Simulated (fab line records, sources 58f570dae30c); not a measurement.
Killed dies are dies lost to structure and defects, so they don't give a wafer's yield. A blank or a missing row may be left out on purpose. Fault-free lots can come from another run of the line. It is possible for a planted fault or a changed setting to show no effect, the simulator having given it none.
fab line records	flow berkeley_cmos170
record lots=6	wafers=18	last_day=11
route steps=331 shown ZERO@6 NWELL@14
lots with no fault: from the same line, run without faults
start_h: the number of hours between the record's first day and the start of the first shown wafer of the lot	wait_h: hours from the lot's prior step to this one	" unchanged from the row above	L1.1+2: several wafers, shown together as one row	- either no value or no given start	* or withheld: withheld	< > ~ a bound
route shown NAME@n: names a module that has steps shown in the file, with the first one's number in the route	usual: mean/standard deviation taken from wafers without a fault	same: alike in all rows	chamber/n: place in a boat	sites: the reading at each site	_std_site: the values' standard deviation	_edge_site: the outer-site mean with the inner-site mean subtracted	radius_mm: for every site, how far away it sits from the centre of the wafer	mask NAME#n: copy n	behind: the most recent tool/chamber to have shaped the wafer	hold: the reason the lot was held/the length of the hold in hours/how it ended	device: which transistor (n, p or np) failed to switch	end of line: the same wafers' tests at the end of the route	step lacking rows: just its recipe	killed: dies that structure and defects cost at the first sort, which is not the same as the wafer's yield	map: dies across one wafer; x = killed, . = not, _ = none there
set.NAME: the setting as run; set.NAME@STEP: as run at that earlier step	model.NAME: the simulator's own value behind a step, which no gauge read
certain route steps with their lots: each step a table, each wafer a row
services: a tool's chamber out of use, with start hour (start_h, from the record's first day; less than 0 if before it), hours out, and reason
## steps
# step UCB170_ZERO_HMDS_00
# recipe prime_time_s=60	prime_temp_c=100
# step UCB170_ZERO_COAT_01
# recipe resist=KrF	spin_rpm=1500	resist_thk_nm=900
# step UCB170_ZERO_SOFTBAKE_02
# recipe resist=KrF	temp_c=130	time_s=60
# step UCB170_ZERO_EXPOSE_03
# recipe mask_id=PM_MARKS	na=0.5	sigma_outer=0.6	source_shape=conventional	target_cd_nm=4000	dose_mj=30
# step UCB170_ZERO_PEB_04
# recipe peb_temp_c=130	peb_time_s=withheld	resist=KrF
# step UCB170_ZERO_DEVELOP_05
# recipe developer=TMAH	develop_time_s=45	resist=KrF	dev_temp_c=21
# step UCB170_ZERO_ETCH_06
# recipe chemistry=CHF3/CF4/Ar	target=SiO2	time_s=12	pressure_mtorr=100	rf_w=500	CHF3_flow_sccm=50	cf4_flow_sccm=10	Ar_flow_sccm=120	over_etch_frac=1.58
# usual drypump_motor_current_A=6.0/0.41	mfc_ar_sccm=120.0/0.38	oes_product_au=0.624/0.0098	throttle_valve_pct=9.29/0.16
lot.wafer	tool	chamber	start_h	wait_h	drypump_motor_current_A	mfc_ar_sccm	oes_product_au	rf_hours_counter_h	throttle_valve_pct
L648.2	rie_diel-03	2	32.08	-	6.6	119.6	0.618	59	9.45
L648.3	"	1	"	"	5.2	120.4	0.620	9	9.53
L648.5	"	3	"	"	6.1	119.6	0.629	-	8.96
L650.1	rie_diel-01	3	47.27	-	6.5	120.8	0.617	165	9.31
L650.4	"	1	"	"	5.3	120.5	0.613	29	9.25
L650.5	"	0	"	"	6.0	119.7	0.619	-	9.13
L651.1	rie_diel-03	2	52.83	-	6.6	120.0	0.625	60	9.45
L651.3	"	3	"	"	6.1	119.6	0.625	106	8.98
L651.5	"	3	"	"	6.1	119.8	0.625	-	8.96
L652.2	rie_diel-02	3	53.07	-	6.5	121.0	0.615	78	9.26
L652.4	"	2	"	"	6.1	120.7	0.623	36	9.56
L652.6	"	3	"	"	6.5	120.3	0.619	-	9.25
L653.1	rie_diel-01	3	61.82	-	6.5	120.5	0.626	165	9.31
L653.2	"	1	"	"	5.3	120.1	0.608	29	9.23
L653.6	"	0	"	"	6.0	120.0	0.622	-	9.13
L665.1	rie_diel-03	0	117.87	-	6.2	120.1	0.631	147	9.39
L665.2	"	1	"	"	5.2	120.2	0.633	13	9.52
L665.4	"	3	"	"	6.1	120.3	0.627	110	8.98
# step UCB170_ZERO_STRIP_07
# recipe chemistry=O2	power_w=400	pressure_mtorr=3500	platen_temp_c=withheld	o2_flow_sccm=400	overash_fraction=0.5
# usual drypump_motor_current_A=5.95/0.23	o2_flow_sccm=400.2/1.1	oes_product_au=0.727/0.0042	strip_time_to_endpoint_s=21.48/0.078
lot.wafer	tool	chamber	start_h	wait_h	drypump_motor_current_A	o2_flow_sccm	oes_product_au	rf_hours_counter_h	strip_time_to_endpoint_s
L648.2	plasma_asher-01	0	32.10	0.0	5.69	399.1	0.723	29	21.49
L648.3	"	1	"	"	6.07	400.5	0.724	-	21.51
L648.5	"	0	"	"	5.63	399.5	0.732	-	21.52
L650.1	plasma_asher-01	1	47.29	0.0	6.09	398.7	0.739	31	21.59
L650.4	"	1	"	"	6.16	400.6	0.727	-	21.54
L650.5	"	0	"	"	5.69	399.6	0.729	-	21.51
L651.1	plasma_asher-02	1	52.85	0.0	6.26	398.4	0.729	31	21.44
L651.3	"	1	"	"	6.27	400.6	0.731	-	21.45
L651.5	"	0	"	"	5.84	400.6	0.729	-	21.45
L652.2	plasma_asher-03	0	53.09	0.0	6.10	402.5	0.735	22	21.47
L652.4	"	1	"	"	5.64	402.2	0.729	-	21.45
L652.6	"	1	"	"	5.63	402.3	0.729	-	21.44
L653.1	plasma_asher-02	1	61.84	0.0	6.24	399.6	0.721	32	21.54
L653.2	"	0	"	"	5.82	401.6	0.724	32	21.59
L653.6	"	0	"	"	5.82	401.5	0.722	-	21.43
L665.1	plasma_asher-02	1	117.89	0.0	6.26	401.4	0.728	0	21.33
L665.2	"	0	"	"	5.81	400.9	0.726	0	21.38
L665.4	"	0	"	"	5.82	399.7	0.728	-	21.40
# step UCB170_NWELL_WET_ETCH_00
# recipe chemistry=dHF	dilution=25:1	target=SiO2	temp_c=25	time_s=200
# step UCB170_NWELL_OXIDATION_01
# recipe temp_c=1000	ambient=O2	target_thk_a=264	ox_time_s=1260
# step UCB170_NWELL_THK_MEAS_02
# recipe reads=SiO2_of_NWELL_OXIDATION_01
# usual NWELL_OXIDE_THK=26.2/0.56
lot.wafer	tool	chamber	start_h	wait_h	NWELL_OXIDE_THK[nm]
L648.2	film_metro-04	-	38.00	0.0	26.2
L648.3	"	-	"	"	25.8
L648.5	"	-	"	"	25.9
L650.1	film_metro-02	-	52.77	0.0	26.9
L650.4	"	-	"	"	26.8
L650.5	"	-	"	"	26.7
L651.1	film_metro-02	-	58.60	0.0	26.0
L651.3	"	-	"	"	26.7
L651.5	"	-	"	"	26.0
L652.2	film_metro-04	-	58.61	0.0	25.5
L652.4	"	-	"	"	25.5
L652.6	"	-	"	"	25.8
L653.1	film_metro-04	-	65.95	0.0	26.5
L653.2	"	-	"	"	26.4
L653.6	"	-	"	"	26.4
L665.1	film_metro-02	-	121.04	0.0	25.9
L665.2	"	-	"	"	26.7
L665.4	"	-	"	"	26.1
# step UCB170_NWELL_ANNEAL_03
# recipe temp_c=1000	time_s=900	ambient=N2
# step UCB170_NWELL_CVD_04
# recipe material=Si3N4	target_thk_nm=224	temp_c=800	precursor=SiH2Cl2/NH3	time_s=3360	pressure_mtorr=200	sih2cl2_flow_sccm=25	nh3_flow_sccm=75
# usual sih2cl2_flow_sccm=25.02/0.068	zone_power_load_pct=20.7/0.9
lot.wafer	tool	chamber	start_h	wait_h	sih2cl2_flow_sccm	zone_power_load_pct	model.Si3N4_of_NWELL_CVD_04.thk_nm
L648.2	lpcvd-01	1	43.34	1.5	24.95	21.3	223.9
L648.3	"	1	"	"	24.97	21.2	225.7
L648.5	"	1	"	"	24.93	21.1	225.9
L650.1	lpcvd-01	1	56.00	0.0	24.94	21.6	227
L650.4	"	1	"	"	24.92	21.7	227
L650.5	"	1	"	"	24.95	21.8	226.8
L651.1	lpcvd-02	0	63.35	0.0	30.11	21.3	234.4
L651.3	"	0	"	"	30.06	21.5	236.8
L651.5	"	0	"	"	30.01	21.2	235.2
L652.2	lpcvd-02	1	63.35	0.0	29.97	19.8	238.1
L652.4	"	1	"	"	29.96	20.0	236.9
L652.6	"	1	"	"	30.05	19.6	237.8
L653.1	lpcvd-01	1	71.83	0.0	24.97	21.6	227.3
L653.2	"	1	"	"	24.96	21.7	226.8
L653.6	"	1	"	"	24.90	21.6	228.4
L665.1	lpcvd-02	1	126.46	1.7	25.04	20.1	226.2
L665.2	"	1	"	"	25.05	20.0	225.9
L665.4	"	1	"	"	24.98	19.8	226.5
# step UCB170_NWELL_THK_MEAS_05
# recipe reads=Si3N4_of_NWELL_CVD_04
# usual NWELL_NITRIDE_THK=225.6/1.9
lot.wafer	tool	chamber	start_h	wait_h	NWELL_NITRIDE_THK[nm]
L648.2	film_metro-02	-	45.28	0.0	224.0
L648.3	"	-	"	"	225.8
L648.5	"	-	"	"	225.8
L650.1	film_metro-02	-	57.94	0.0	226.9
L650.4	"	-	"	"	227.0
L650.5	"	-	"	"	226.6
L651.1	film_metro-01	-	65.29	0.0	234.5
L651.3	"	-	"	"	236.8
L651.5	"	-	"	"	235.2
L652.2	film_metro-02	-	65.30	0.0	238.0
L652.4	"	-	"	"	236.9
L652.6	"	-	"	"	237.8
L653.1	film_metro-04	-	74.73	0.0	227.2
L653.2	"	-	"	"	226.8
L653.6	"	-	"	"	228.6
L665.1	film_metro-04	-	128.39	0.0	226.1
L665.2	"	-	"	"	226.0
L665.4	"	-	"	"	226.4
# step UCB170_NWELL_HMDS_06
# recipe prime_time_s=60	prime_temp_c=100
# step UCB170_NWELL_COAT_07
# recipe resist=KrF	spin_rpm=1500	resist_thk_nm=900
# step UCB170_NWELL_SOFTBAKE_08
# recipe resist=KrF	temp_c=130	time_s=60
# step UCB170_NWELL_EXPOSE_09
# recipe mask_id=NWELL	target_cd_nm=3000	na=0.5	sigma_outer=0.6	source_shape=conventional	dose_mj=25
# step UCB170_NWELL_PEB_10
# recipe peb_temp_c=129.5	peb_time_s=withheld	resist=KrF
# step UCB170_NWELL_DEVELOP_11
# recipe developer=TMAH	develop_time_s=45	resist=KrF	dev_temp_c=21
# step UCB170_NWELL_OVL_MEAS_12
# usual NWELL_OVL=-2/5.1
lot.wafer	tool	chamber	start_h	wait_h	NWELL_OVL[nm]
L648.2	overlay-01	-	46.18	-	1
L648.3	"	-	"	"	-10
L648.5	"	-	"	"	-3
L650.1	overlay-02	-	60.12	-	8
L650.4	"	-	"	"	-4
L650.5	"	-	"	"	1
L652.2	overlay-02	-	66.82	-	0
L652.4	"	-	"	"	-1
L652.6	"	-	"	"	-2
L651.1	overlay-01	-	66.97	-	4
L651.3	"	-	"	"	3
L651.5	"	-	"	"	-4
L653.1	overlay-02	-	76.10	-	2
L653.2	"	-	"	"	-5
L653.6	"	-	"	"	-5
L665.1	overlay-02	-	129.45	-	-3
L665.2	"	-	"	"	-6
L665.4	"	-	"	"	-3
# step UCB170_NWELL_ETCH_13
# recipe chemistry=CH3F/Ar/O2	target=Si3N4	stop_on=SiO2	CH3F_flow_sccm=20	Ar_flow_sccm=50	O2_flow_sccm=7	pressure_mtorr=50	rf_w=450	target_depth_a=2464	over_etch_frac=0.1	time_s=154
# usual drypump_motor_current_A=5.9/0.49	mfc_ar_sccm=49.98/0.16	oes_product_au=0.956/0.012	throttle_valve_pct=8.12/0.16
lot.wafer	tool	chamber	start_h	wait_h	drypump_motor_current_A	mfc_ar_sccm	oes_product_au	rf_hours_counter_h	throttle_valve_pct	model.etch.depth_nm
L648.2	rie_diel-03	1	46.21	0.0	5.2	49.95	0.955	9	8.31	223.9
L648.3	"	3	"	"	6.1	49.87	0.957	105	7.79	225.7
L648.5	"	1	"	"	5.2	50.15	0.962	-	8.31	225.9
L650.1	rie_diel-03	2	60.16	0.0	6.6	49.99	0.958	60	8.25	227
L650.4	"	0	"	"	6.3	50.14	0.966	144	8.18	227
L650.5	"	1	"	"	5.2	49.90	0.962	-	8.31	226.8
L652.2	rie_diel-04	0	66.85	0.0	5.5	50.16	0.983	12	8.16	238.1
L652.4	"	3	"	"	5.4	49.94	0.992	18	8.10	236.9
L652.6	"	3	"	"	5.4	49.99	0.988	-	8.09	237.8
L651.1	rie_diel-03	1	67.01	0.0	5.2	49.73	0.976	11	8.31	234.4
L651.3	"	2	"	"	6.6	49.66	0.987	60	8.25	236.8
L651.5	"	0	"	"	6.2	50.23	1.002	-	8.19	235.2
L653.1	rie_diel-04	0	76.14	0.0	5.5	49.91	0.960	13	8.16	227.3
L653.2	"	3	"	"	5.4	50.01	0.970	19	8.08	226.8
L653.6	"	0	"	"	5.5	49.84	0.960	-	8.16	228.4
L665.1	rie_diel-03	1	129.49	0.0	5.2	49.79	0.955	14	8.30	226.2
L665.2	"	0	"	"	6.2	49.97	0.976	148	8.20	225.9
L665.4	"	3	"	"	6.1	50.04	0.963	-	7.80	226.5
# step UCB170_NWELL_IMPLANT_14
# recipe species=P	dose_cm2=1e+13	energy_kev=150	tilt_deg=7
## services
tool	chamber	start_h	hours	kind
rie_diel-02	-	32.01	0.5	repair
rie_diel-02	2	38.62	1.2	repair
lpcvd-01	-	42.03	0.8	repair
rie_diel-03	-	47.28	1.8	repair
rie_diel-04	1	49.16	16.8	repair
plasma_asher-03	-	69.81	0.7	repair
rie_diel-04	2	81.29	7.2	repair
rie_diel-04	-	83.23	0.4	repair
plasma_asher-02	-	85.51	7.1	repair
rie_diel-01	3	85.84	4.1	repair
plasma_asher-01	-	89.47	2.4	repair
rie_diel-01	3	89.99	-	clean
rie_diel-01	3	89.99	30.0	scheduled_down
rie_diel-01	3	89.99	30.0	vent_cycle
rie_diel-01	1	103.90	20.6	repair
plasma_asher-02	-	108.75	9.0	pm
plasma_asher-02	0	108.75	9.0	vent_cycle
plasma_asher-02	1	108.75	9.0	vent_cycle
rie_diel-04	-	114.88	2.5	repair
plasma_asher-02	0	117.75	-	clean
plasma_asher-02	1	117.75	-	clean
rie_diel-01	3	120.03	9.3	repair
rie_diel-03	2	127.06	6.4	repair
## key
first_sign step=UCB170_NWELL_CVD_04	reading=sih2cl2_flow_sccm	direction=up	sigmas=73	usual=25.02	struck=30.03
effect step=UCB170_NWELL_THK_MEAS_05	reading=NWELL_NITRIDE_THK	direction=up	sigmas=5.6	usual=225.6	struck=236.5
effect step=UCB170_NWELL_ETCH_13	reading=oes_product_au	direction=up	sigmas=2.6	usual=0.956	struck=0.988
model_effect step=UCB170_NWELL_CVD_04	value=Si3N4_of_NWELL_CVD_04.thk_nm	without=225.3	struck=236.5
model_effect step=UCB170_NWELL_ETCH_13	value=etch.depth_nm	without=225.3	struck=236.5
met_at UCB170_NWELL_CVD_04
struck_wafers L651.1,L651.3,L651.5,L652.2,L652.4,L652.6
sort_left_out L651.1,L651.3,L651.5,L652.2,L652.4,L652.6
tester_left_out L651,L652
fault kind=process_parameter_drift	tool=lpcvd-02	chamber=-	onset_h=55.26	steps=UCB170_NWELL_CVD_04	channel=sih2cl2_flow_sccm	offset=5	shape=step	end_h=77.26	acts_in=these_recipes_only	stated=25
# tester_left_out: of these lots the tester's yield and bins aren't shown, on N5 and GAA mostly nor the transistor test; their killed dies are dies lost to structure and defects alone, not to doping, threshold or leakage, so they don't give the yield
# sort_left_out: the simulated sort isn't trusted on such a fault, so these wafers' sort isn't shown, and their yield isn't known
